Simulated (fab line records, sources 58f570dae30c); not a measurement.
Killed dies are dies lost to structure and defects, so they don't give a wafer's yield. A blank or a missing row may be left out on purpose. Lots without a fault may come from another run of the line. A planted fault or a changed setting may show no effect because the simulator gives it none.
fab line records | flow berkeley_cmos170
record lots=13 wafers=39 last_day=12
route steps=331 shown SILICIDE@214 CONTACT@222 V1@256
lots that met no fault: from a run of the same line without faults
start_h: hours from the record's first day to the start of the lot's first wafer shown | wait_h: hours since the lot's step before | " the same as in the row above | L1.1+2: a row that stands for several wafers | - no value, or no start given | * or withheld: withheld | < > ~ a bound
route shown NAME@n: a module of which the file shows steps, and the number in the route of the first | usual: mean/standard deviation of fault-free wafers | same: alike in all rows | chamber/n: place in a boat | sites: the reading at each site | _std_site: their standard deviation | _edge_site: outer sites' mean less inner sites' | radius_mm: how far each site lies from the wafer's centre | mask NAME#n: copy n | behind: the tool/chamber that last shaped the wafer | hold: why the lot was held/for how many hours/how that ended | device: the transistor (n, p or np) that didn't switch | end of line: the same wafers' tests at the end of the route | a step without rows: its recipe alone | killed: dies lost to structure and defects at the first sort, not the wafer's yield | map: a wafer's dies, x killed, . not, _ none there
set.NAME: the setting as run; set.NAME@STEP: as run at that earlier step | model.NAME: the simulator's own value behind a step, which no gauge read
steps of the route over a sample of lots; a table a step, a row a wafer
services: from which hour (start_h, from the record's first day; less than 0 if before it) a tool's chamber was out of use, for how many hours, and why
## steps
# step UCB170_SILICIDE_RTA_04
# recipe temp_c=650 time_s=15 ambient=N2
# usual lamp_power_pct=11.319/0.029 wafer_temp_C_max=652.8/0.8
# columns lot.wafer tool chamber start_h wait_h lamp_power_pct wafer_temp_C_max
L160.1 rtp_anneal-01 0 149.35 0.1 11.277 652.4
L160.2 " 0 " " 11.300 652.4
L160.6 " 0 " " 11.295 652.7
L162.2 rtp_anneal-02 0 161.70 0.1 11.363 654.8
L162.3 " 0 " " 11.364 654.0
L162.4 " 0 " " 11.334 653.8
L164.2 rtp_anneal-01 0 161.89 0.1 11.301 653.1
L164.3 " 0 " " 11.304 653.3
L164.5 " 0 " " 11.281 652.8
L165.3 rtp_anneal-02 0 176.68 0.1 11.329 653.4
L165.5 " 0 " " 11.340 653.4
L165.6 " 0 " " 11.357 653.3
L167.2 rtp_anneal-01 0 195.15 0.1 11.288 652.0
L167.4 " 0 " " 11.319 652.7
L167.6 " 0 " " 11.295 653.2
L168.2 rtp_anneal-02 0 195.56 0.1 11.332 653.4
L168.4 " 0 " " 11.347 653.5
L168.5 " 0 " " 11.343 652.5
L170.4 rtp_anneal-01 0 203.74 0.1 11.297 652.3
L170.5 " 0 " " 11.293 652.6
L170.6 " 0 " " 11.297 653.0
L169.2 rtp_anneal-02 0 204.37 0.1 11.349 653.1
L169.4 " 0 " " 11.359 654.7
L169.5 " 0 " " 11.348 653.9
L172.1 rtp_anneal-01 0 216.61 0.1 11.296 652.5
L172.4 " 0 " " 11.296 652.2
L172.5 " 0 " " 11.306 652.8
L178.1 rtp_anneal-01 0 227.48 0.1 11.303 653.0
L178.2 " 0 " " 11.281 652.7
L178.4 " 0 " " 11.279 652.7
L181.1 rtp_anneal-02 0 257.19 0.1 11.355 652.3
L181.4 " 0 " " 11.342 653.6
L181.6 " 0 " " 11.344 654.2
L180.2 rtp_anneal-01 0 257.57 0.1 11.284 652.4
L180.4 " 0 " " 11.280 652.4
L180.5 " 0 " " 11.304 652.3
L182.2 rtp_anneal-01 0 266.27 0.1 11.308 653.0
L182.4 " 0 " " 11.290 652.3
L182.5 " 0 " " 11.306 652.6
# step UCB170_CONTACT_STRIP_06
# recipe chemistry=O2 power_w=400 pressure_mtorr=3500 platen_temp_c=withheld o2_flow_sccm=400 overash_fraction=0.5
# usual drypump_motor_current_A=5.83/0.24 oes_product_au=0.735/0.0048 strip_time_to_endpoint_s=21.94/0.068
# columns lot.wafer tool chamber start_h wait_h drypump_motor_current_A oes_product_au rf_hours_counter_h strip_time_to_endpoint_s
L160.1 plasma_asher-03 0 153.52 0.1 5.50 0.730 34 21.75
L160.2 " 1 " " 6.06 0.730 34 21.78
L160.6 " 1 " " 6.07 0.739 - 21.85
L164.2 plasma_asher-04 0 167.20 0.1 5.82 0.740 48 21.87
L164.3 " 1 " " 5.67 0.735 - 21.91
L164.5 " 0 " " 5.83 0.740 - 21.88
L162.2 plasma_asher-01 0 167.26 0.1 6.01 0.732 47 21.88
L162.3 " 1 " " 6.22 0.736 - 21.88
L162.4 " 0 " " 6.02 0.739 - 21.83
L165.3 plasma_asher-01 0 181.95 0.1 6.04 0.735 - 21.90
L165.5 " 1 " " 6.24 0.729 - 21.85
L165.6 " 0 " " 6.01 0.737 - 21.97
L167.2 plasma_asher-04 0 198.14 0.1 5.83 0.724 51 21.99
L167.4 " 0 " " 5.85 0.729 - 22.07
L167.6 " 1 " " 5.63 0.739 - 22.05
L168.2 plasma_asher-01 0 198.27 0.1 6.01 0.737 50 22.00
L168.4 " 1 " " 6.25 0.737 - 21.98
L168.5 " 0 " " 6.01 0.739 - 21.98
L169.2 plasma_asher-03 1 207.86 0.1 6.04 0.740 39 22.02
L169.4 " 1 " " 6.05 0.734 - 22.01
L169.5 " 0 " " 5.46 0.730 - 21.99
L170.4 plasma_asher-04 0 207.89 0.1 5.85 0.737 - 21.90
L170.5 " 0 " " 5.86 0.745 - 21.88
L170.6 " 1 " " 5.65 0.743 - 21.85
L172.1 plasma_asher-03 0 219.51 0.1 5.48 0.736 41 21.87
L172.4 " 1 " " 6.03 0.726 - 21.86
L172.5 " 1 " " 5.99 0.735 - 21.88
L178.1 plasma_asher-04 0 231.38 0.1 5.84 0.739 55 21.96
L178.2 " 1 " " 5.66 0.748 55 21.95
L178.4 " 1 " " 5.68 0.731 - 21.98
L181.1 plasma_asher-01 1 259.76 0.1 6.25 0.736 57 21.95
L181.4 " 0 " " 6.00 0.741 - 21.93
L181.6 " 0 " " 6.00 0.735 - 21.92
L180.2 plasma_asher-04 1 261.54 0.1 5.67 0.741 58 21.94
L180.4 " 0 " " 5.83 0.736 - 21.83
L180.5 " 0 " " 5.83 0.747 - 21.83
L182.2 plasma_asher-03 0 271.47 0.1 5.47 0.734 46 21.94
L182.4 " 1 " " 6.04 0.734 - 21.98
L182.5 " 0 " " 5.47 0.731 - 21.95
# step UCB170_CONTACT_RTA_08
# recipe temp_c=900 time_s=10 ambient=N2
# usual lamp_power_pct=26.42/0.065 wafer_temp_C_max=904.2/1.2
# columns lot.wafer tool chamber start_h wait_h lamp_power_pct wafer_temp_C_max
L160.1 rtp_anneal-01 0 153.97 0.0 26.36 903.3
L160.2 " 0 " " 26.30 903.5
L160.6 " 0 " " 26.36 903.0
L164.2 rtp_anneal-02 0 167.50 0.0 26.47 904.8
L164.3 " 0 " " 26.49 904.8
L164.5 " 0 " " 26.47 904.2
L162.2 rtp_anneal-01 0 167.54 0.0 26.32 903.3
L162.3 " 0 " " 26.35 902.6
L162.4 " 0 " " 26.36 905.3
L165.3 rtp_anneal-01 0 182.21 0.0 26.38 903.9
L165.5 " 0 " " 26.35 902.3
L165.6 " 0 " " 26.41 903.3
L167.2 rtp_anneal-01 0 198.42 0.0 26.42 903.9
L167.4 " 0 " " 26.35 902.9
L167.6 " 0 " " 26.28 902.4
L168.2 rtp_anneal-02 0 198.60 0.0 26.44 906.0
L168.4 " 0 " " 26.51 905.0
L168.5 " 0 " " 26.43 905.5
L169.2 rtp_anneal-01 0 209.00 0.0 26.37 902.5
L169.4 " 0 " " 26.33 903.2
L169.5 " 0 " " 26.36 903.1
L170.4 rtp_anneal-02 0 209.02 0.0 26.49 903.9
L170.5 " 0 " " 26.49 906.0
L170.6 " 0 " " 26.48 905.8
L172.1 rtp_anneal-02 0 219.79 0.0 26.49 904.4
L172.4 " 0 " " 26.46 905.8
L172.5 " 0 " " 26.47 904.6
L178.1 rtp_anneal-02 0 231.68 0.0 26.48 903.3
L178.2 " 0 " " 26.48 905.2
L178.4 " 0 " " 26.48 905.2
L181.1 rtp_anneal-02 0 260.05 0.0 26.49 905.2
L181.4 " 0 " " 26.50 905.1
L181.6 " 0 " " 26.45 903.9
L180.2 rtp_anneal-01 0 261.88 0.0 26.40 903.9
L180.4 " 0 " " 26.30 904.3
L180.5 " 0 " " 26.37 903.5
L182.2 rtp_anneal-02 0 271.76 0.0 26.46 905.6
L182.4 " 0 " " 26.46 904.4
L182.5 " 0 " " 26.44 904.8
# step UCB170_V1_CMP_02
# recipe material=SiO2 down_force_psi=6 platen_rpm=60 pad_velocity_m_s=0.75398
# usual motor_current_A=15.9/1.3
# columns lot.wafer tool chamber start_h wait_h motor_current_A
L160.2 cmp-01 2 164.54 0.7 17.8
L160.1 " 3 " " 13.6
L160.6 " 2 " " 17.7
L162.4 cmp-01 0 175.59 0.0 14.4
L162.2 " 2 " " 16.9
L162.3 " 3 " " 13.1
L164.3 cmp-02 3 175.59 0.0 14.5
L164.2 " 1 " " 17.0
L164.5 " 0 " " 15.3
L165.3 cmp-02 1 189.96 0.2 16.7
L165.5 " 2 " " 17.8
L165.6 " 3 " " 15.7
L168.2 cmp-02 3 206.80 0.0 14.2
L168.4 " 1 " " 16.8
L168.5 " 3 " " 15.0
L167.4 cmp-01 3 206.90 0.1 13.9
L167.2 " 0 " " 14.8
L167.6 " 2 " " 17.5
L170.4 cmp-02 2 217.57 0.0 17.9
L170.5 " 2 " " 16.3
L170.6 " 3 " " 15.1
L169.4 cmp-01 2 217.85 0.3 17.7
L169.2 " 1 " " 16.5
L169.5 " 3 " " 14.1
L172.1 cmp-01 3 231.35 0.1 13.9
L172.4 " 2 " " 18.3
L172.5 " 3 " " 13.6
L178.4 cmp-02 1 240.71 0.0 16.6
L178.1 " 2 " " 16.2
L178.2 " 0 " " 16.6
L181.4 cmp-01 1 268.03 0.0 15.2
L181.1 " 2 " " 17.6
L181.6 " 1 " " 16.2
L180.2 cmp-01 2 272.34 0.0 17.9
L180.4 " 1 " " 15.9
L180.5 " 3 " " 13.7
L182.4 cmp-01 3 284.08 0.1 12.8
L182.2 " 1 " " 16.4
L182.5 " 2 " " 18.4
# step UCB170_V1_THK_MEAS_04
# recipe reads=SiO2_of_V1_CVD_00
# usual V1_POLISHED_THK=1000.2/1.2
# columns lot.wafer tool chamber start_h wait_h V1_POLISHED_THK[nm]
L160.1 film_metro-04 - 164.91 0.1 1002.0
L160.2 " - " " 1000.3
L160.6 " - " " 1000.1
L162.2 film_metro-04 - 176.02 0.1 999.1
L162.3 " - " " 999.8
L162.4 " - " " 997.3
L164.2 film_metro-03 - 176.02 0.1 997.9
L164.3 " - " " 997.7
L164.5 " - " " 999.4
L165.3 film_metro-03 - 190.25 0.1 1000.8
L165.5 " - " " 1000.1
L165.6 " - " " 998.8
L167.2 film_metro-02 - 207.23 0.1 999.7
L167.4 " - " " 1000.7
L167.6 " - " " 999.8
L168.2 film_metro-03 - 207.23 0.1 998.1
L168.4 " - " " 999.4
L168.5 " - " " 997.7
L170.4 film_metro-02 - 218.02 0.1 1002.4
L170.5 " - " " 1001.3
L170.6 " - " " 999.2
L169.2 film_metro-02 - 218.28 0.1 1001.1
L169.4 " - " " 1000.8
L169.5 " - " " 1002.2
L172.1 film_metro-03 - 231.77 0.1 1001.5
L172.4 " - " " 1002.6
L172.5 " - " " 1001.8
L178.1 film_metro-02 - 241.13 0.1 1001.5
L178.2 " - " " 1351.5
L178.4 " - " " 1002.4
L181.1 film_metro-04 - 268.45 0.1 1000.3
L181.4 " - " " 998.6
L181.6 " - " " 1000.6
L180.2 film_metro-04 - 272.77 0.1 1000.4
L180.4 " - " " 1000.5
L180.5 " - " " 1000.0
L182.2 film_metro-02 - 284.46 0.1 999.7
L182.4 " - " " 1000.4
L182.5 " - " " 1000.6
# step UCB170_V1_ETCH_14
# recipe chemistry=CHF3/CF4/Ar target=SiO2 stop_on=Al CHF3_flow_sccm=45 cf4_flow_sccm=15 Ar_flow_sccm=150 pressure_mtorr=200 rf_w=700 target_depth_a=12500 over_etch_frac=0.25 time_s=291
# usual drypump_motor_current_A=5.40/0.28 oes_product_au=0.870/0.013 throttle_valve_pct=6.98/0.12
# columns lot.wafer tool chamber start_h wait_h drypump_motor_current_A oes_product_au rf_hours_counter_h throttle_valve_pct
L160.1 rie_diel-02 2 166.41 0.0 5.22 0.886 61 7.06
L160.2 " 0 " " 5.42 0.875 58 6.93
L160.6 " 0 " " 5.43 0.865 - 6.93
L164.2 rie_diel-01 1 177.38 0.0 5.24 0.870 120 7.03
L164.3 " 2 " " 5.78 0.870 115 6.92
L164.5 " 2 " " 5.78 0.875 - 6.91
L162.2 rie_diel-04 1 177.62 0.0 5.56 0.876 126 7.17
L162.3 " 2 " " 5.60 0.846 75 6.82
L162.4 " 3 " " 5.08 0.865 16 7.03
L165.3 rie_diel-01 3 193.65 0.0 5.56 0.889 72 7.12
L165.5 " 1 " " 5.26 0.884 - 7.03
L165.6 " 0 " " 4.94 0.868 - 6.85
L168.2 rie_diel-02 0 209.52 0.0 5.43 0.866 60 6.94
L168.4 " 1 " " 5.94 0.845 29 7.18
L168.5 " 3 " " 5.07 0.847 - 6.82
L167.2 rie_diel-01 1 209.69 0.0 5.26 0.880 122 7.03
L167.4 " 2 " " 5.78 0.883 117 6.89
L167.6 " 0 " " 4.92 0.868 - 6.85
L170.4 rie_diel-04 0 220.09 0.1 5.40 0.883 - 6.96
L170.5 " 2 " " 5.61 0.862 - 6.85
L170.6 " 1 " " 5.56 0.872 - 7.15
L169.2 rie_diel-02 3 220.19 0.0 5.10 0.849 66 6.82
L169.4 " 1 " " 5.98 0.855 29 7.17
L169.5 " 3 " " 5.09 0.854 - 6.83
L172.1 rie_diel-02 1 233.33 0.0 5.99 0.850 30 7.18
L172.4 " 0 " " 5.41 0.873 61 6.94
L172.5 " 3 " " 5.10 0.846 - 6.81
L178.1 rie_diel-01 1 242.46 0.0 5.24 0.888 123 7.04
L178.2 " 0 " " 4.94 1.011 42 6.84
L178.4 " 3 " " 5.55 0.881 75 7.13
L181.1 rie_diel-01 1 271.32 0.0 5.26 0.886 124 7.04
L181.4 " 2 " " 5.74 0.863 120 6.90
L181.6 " 3 " " 5.54 0.884 - 7.10
L180.2 rie_diel-04 0 275.43 0.0 5.39 0.880 76 6.96
L180.4 " 2 " " 5.61 0.855 80 6.83
L180.5 " 2 " " 5.60 0.861 - 6.83
L182.2 rie_diel-02 2 285.87 0.0 5.22 0.881 65 7.02
L182.4 " 0 " " 5.40 0.865 - 6.94
L182.5 " 3 " " 5.07 0.845 - 6.83
## services
# columns tool chamber start_h hours kind
cmp-02 - 159.20 9.4 repair
rie_diel-02 1 167.29 9.5 repair
rie_diel-01 0 175.24 6.2 repair
plasma_asher-03 - 187.87 1.6 repair
plasma_asher-03 - 194.65 2.0 repair
cmp-02 - 197.57 6.2 pm
rie_diel-04 3 198.17 42.6 repair
rie_diel-02 3 204.85 1.3 repair
rtp_anneal-01 - 206.34 0.8 pm
rtp_anneal-02 - 213.53 5.9 repair
cmp-02 - 228.70 1.5 repair
cmp-01 - 232.00 4.0 pm
cmp-01 - 236.00 - consumable_replace:conditioner
cmp-01 - 236.00 - consumable_replace:pad
cmp-01 - 236.00 5.7 pm
rie_diel-01 1 246.04 6.4 repair
cmp-01 - 275.82 4.5 repair
rie_diel-02 1 283.14 3.4 repair
## key
first_sign step=UCB170_V1_THK_MEAS_04 reading=V1_POLISHED_THK direction=up sigmas=99+ usual=1000.2 struck=1351.5
effect step=UCB170_V1_ETCH_14 reading=oes_product_au direction=up sigmas=11 usual=0.870 struck=1.011
met_at UCB170_V1_CMP_02
struck_lots L178
struck_wafers L178.2
later_rows_left_out L178.2
sort_left_out L178.2
not_acting_at UCB170_SILICIDE_RTA_04,UCB170_CONTACT_STRIP_06,UCB170_CONTACT_RTA_08
onset_between 175.59 240.71
fault kind=process_parameter_drift tool=cmp-02 chamber=0 onset_h=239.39 steps=UCB170_V1_CMP_02 channel=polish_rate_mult offset=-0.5 shape=step end_h=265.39
# sort_left_out: the simulated sort isn't trusted on such a fault, so these wafers' sort isn't shown, and their yield isn't known
# later_rows_left_out: the simulator's readings of these wafers behind a module that went badly wrong aren't trusted and aren't shown, but for the sort
